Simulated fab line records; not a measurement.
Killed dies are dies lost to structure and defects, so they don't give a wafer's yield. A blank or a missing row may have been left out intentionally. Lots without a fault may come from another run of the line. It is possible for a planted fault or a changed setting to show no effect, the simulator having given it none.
Problem report in the 8D (eight disciplines) form, filled by code    flow rit-cmos    the parts of the form that need people (team, actions taken, sign-off) are left out

== 1. PROBLEM STATEMENT ==
NWELL_RS at RIT_WELLDRIVE_RS_MEAS_01 reads a mean of 267.5 ohm/sq on 6 wafers of 2 lots; wafers without a fault read 275.3 ohm/sq with a standard deviation of 0.85. That puts it -9.1 standard deviations away from the usual mean.
The step: measures by four-point-probe.
Seen first at day 5 06:31 on film-metro-04, wafer L290.1. The record holds 42 wafers of 14 lots with a number at this step. Rule for "out" (also "out of limits"): further than 4 standard deviations from the usual mean. All remaining wafers that have a number are taken as sound.

== 2. WHAT IT IS, WHAT IT ISN'T ==
question                     is                            is not
which readings at this step  NWELL_RS                      -
which lots                   L290, L294                    L275, L276, L277, L279, L280, L281, L282, L283, L284, L288, L297, L298
which wafers of those lots   all that have a number        -
read on which gauges         film-metro-01, film-metro-04  film-metro-02
when                         from day 5 06:31              up to then (30 sound wafers); but 6 sound wafers of L297, L298 came after

== 3. THE SUSPECTS, EACH WITH WHAT RULES IT OUT ==
Counting: a tool stays on the suspect list if, at a process step up to the reading, it processed all lots that are out and no sound lot following the first of them.
- the gauge at RIT_WELLDRIVE_RS_MEAS_01 has been ruled out. Those wafers that are out were read across 2 gauges (film-metro-01, film-metro-04).
- implanter-04 at RIT_NWELL_IMPLANT_08: kept. It processed each lot that is out, first L290 at day 4 23:25, and no sound lot thereafter; up to then, the last sound lot it processed was L288 at day 4 15:04. Out on those wafers are its own readings of dose-ions-cm2.
After counting, what remains is implanter-04 at RIT_NWELL_IMPLANT_08.

== 4. THE CAUSE (what the simulator had put in) ==
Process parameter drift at RIT_NWELL_IMPLANT_08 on implanter-04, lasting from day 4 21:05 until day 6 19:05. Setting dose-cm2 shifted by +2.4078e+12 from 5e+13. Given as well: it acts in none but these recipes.
After counting, this tool was the only one left.

== 5. THE CHAIN OF EFFECTS, in route order ==
One row per reading whose mean, taken over the struck wafers that have a number, lies over 3 standard deviations from the usual. Only readings whose record carries a usual standard deviation are examined. hours: median over the lots of the time between each lot's start at the first step of this table that gives one and its start at this step. sigmas: the change, counted in usual standard deviations.
hours  step                      reading        usual         on struck wafers  change      sigmas
0      RIT_NWELL_IMPLANT_08      dose-ions-cm2  5.001e+13     5.241e+13         +2.403e+12  +46
7      RIT_WELLDRIVE_RS_MEAS_01  NWELL_RS       275.3 ohm/sq  267.5             -7.8        -9.1
It contains these process steps:
- RIT_NWELL_IMPLANT_08

== 6. HOW IT WOULD HAVE BEEN CAUGHT EARLIER ==
9 hours passed between the start of the fault at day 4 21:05 and the first reading out of limits at a measuring or inspecting step in this record, taken at day 5 06:31.
The tool's own readings at RIT_NWELL_IMPLANT_08 were out on every struck wafer that the step has a row for (dose-ions-cm2): an alarm limit on them would have fired on the first of those.
Lots out: 2; of these, L294 started RIT_NWELL_IMPLANT_08 on implanter-04 after day 5 06:31. It would have been spared by a hold on the tool at that moment.
